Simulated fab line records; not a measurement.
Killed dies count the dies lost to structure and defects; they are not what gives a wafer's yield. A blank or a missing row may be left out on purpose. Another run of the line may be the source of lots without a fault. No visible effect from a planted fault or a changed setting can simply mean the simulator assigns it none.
Split-lot trial + flow berkeley-cmos170 + route with 331 steps; 5 lots, 23 wafers read

THE SPLIT
At UCB170_PLDD_EXPOSE_03 (exposes mask PSELECT, target cd 1200 nm), the setting dose-mj was moved away from the recipe's 30 on 7 of the 23 wafers read, by -5.0% to +4.1%. All remaining wafers had this setting at the recipe value.

FROM THE SPLIT TO THE READING: what the file shows between them, 2 steps
- UCB170_PLDD_PEB_04
- UCB170_PLDD_DEVELOP_05: develop time 45 s

THE READING
Shown in nm: cd-nm at UCB170_PLDD_CD_MEAS_06, with target cd 1200 nm. A value of 1199.2 nm with a standard deviation of 1.2 nm is what fault-free wafers of this fab line usually give.

| wafer  | tool, chamber at the split | dose-mj as run | against the recipe | cd-nm, nm | against lot-mates on the recipe |
|--------|----------------------------|----------------|--------------------|-----------|---------------------------------|
| L078.1 | krf-scanner-01, 0          | 30             | recipe             | 1198.7    | -                               |
| L078.2 | krf-scanner-01, 0          | 30             | recipe             | 1198.2    | -                               |
| L078.4 | krf-scanner-01, 0          | 30             | recipe             | 1198.6    | -                               |
| L079.2 | krf-scanner-02, 0          | 28.82          | -3.9%              | 1192.4    | -7.5                            |
| L079.3 | krf-scanner-02, 0          | 30             | recipe             | 1199.5    | -                               |
| L079.4 | krf-scanner-02, 0          | 28.82          | -3.9%              | 1192.9    | -7.0                            |
| L079.5 | krf-scanner-02, 0          | 30             | recipe             | 1200.5    | -                               |
| L079.6 | krf-scanner-02, 0          | 30             | recipe             | 1199.7    | -                               |
| L081.1 | krf-scanner-02, 0          | 30             | recipe             | 1199.4    | -                               |
| L081.2 | krf-scanner-02, 0          | 28.51          | -5.0%              | 1191.4    | -7.6                            |
| L081.4 | krf-scanner-02, 0          | 30             | recipe             | 1198.8    | -                               |
| L081.5 | krf-scanner-02, 0          | 30             | recipe             | 1198.8    | -                               |
| L081.6 | krf-scanner-02, 0          | 28.51          | -5.0%              | 1189.6    | -9.4                            |
| L082.2 | krf-scanner-02, 0          | 30             | recipe             | 1199.5    | -                               |
| L082.3 | krf-scanner-02, 0          | 30             | recipe             | 1199.3    | -                               |
| L082.4 | krf-scanner-02, 0          | 30             | recipe             | 1200.3    | -                               |
| L082.5 | krf-scanner-02, 0          | 30             | recipe             | 1199.8    | -                               |
| L082.6 | krf-scanner-02, 0          | 30             | recipe             | 1198.8    | -                               |
| L084.1 | krf-scanner-02, 0          | 30             | recipe             | 1198.6    | -                               |
| L084.2 | krf-scanner-02, 0          | 31.22          | +4.1%              | 1204.9    | +6.9                            |
| L084.3 | krf-scanner-02, 0          | 30             | recipe             | 1197.4    | -                               |
| L084.4 | krf-scanner-02, 0          | 31.22          | +4.1%              | 1205.8    | +7.8                            |
| L084.6 | krf-scanner-02, 0          | 31.22          | +4.1%              | 1205.7    | +7.7                            |

THE FIT
A straight line over all 23 wafers: cd-nm changes by +1.64 nm for each +1% of dose-mj; r = +0.98; the points scatter about the line by 0.76 nm.
The same after taking each lot's own level away (the mean of its wafers on the recipe; 23 wafers): +1.79 nm for each +1%; r = +0.99; scatter 0.52 nm.
That fit puts the effect of the largest move of dose-mj on the reading at 8.9 nm.
From 1198.00 to 1199.90 nm: that is the span of the lots' own levels, equal to 1.6 times the standard deviation above.
The two slopes agree, so the slope changes little with the lot-to-lot level.
Check: -9.21 nm against its lot-mates is what the line predicts for one of the wafers moved furthest among these (-5.0%) when that wafer is left out of the fit. Against them it came out at -7.6 nm.

ADDITIONAL SPLITS CARRIED BY THESE WAFERS
Other splits were also applied to these wafers ahead of the reading. Each is held against what the fit with the lots' levels taken away leaves over:
| other split on the same wafers         | wafers away from the commonest value | r with cd-nm (lot level and that fit taken away) |
|----------------------------------------|--------------------------------------|--------------------------------------------------|
| UCB170_START_OXIDATION_02 ox-time-s    | 18                                   | -0.12                                            |
| UCB170_NWELL_COAT_07 resist-thk-nm     | 7                                    | +0.00                                            |
| UCB170_NWELL_IMPLANT_14 energy-kev     | 8                                    | -0.24                                            |
| UCB170_PWELL_CVD_05 sih2cl2-flow-sccm  | 10                                   | -0.07                                            |
| UCB170_ACTIVE_EXPOSE_10 dose-mj        | 10                                   | +0.24                                            |
| UCB170_PFIELD_IMPLANT_07 dose-cm2      | 5                                    | +0.00                                            |
| UCB170_SCREENOX_OXIDATION_01 ox-time-s | 15                                   | +0.08                                            |
| UCB170_PVT_IMPLANT_07 energy-kev       | 6                                    | -0.07                                            |

THE FILE'S OWN FIT
cd-nm changes by +1.78 nm for each +1% of dose-mj, r = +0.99.
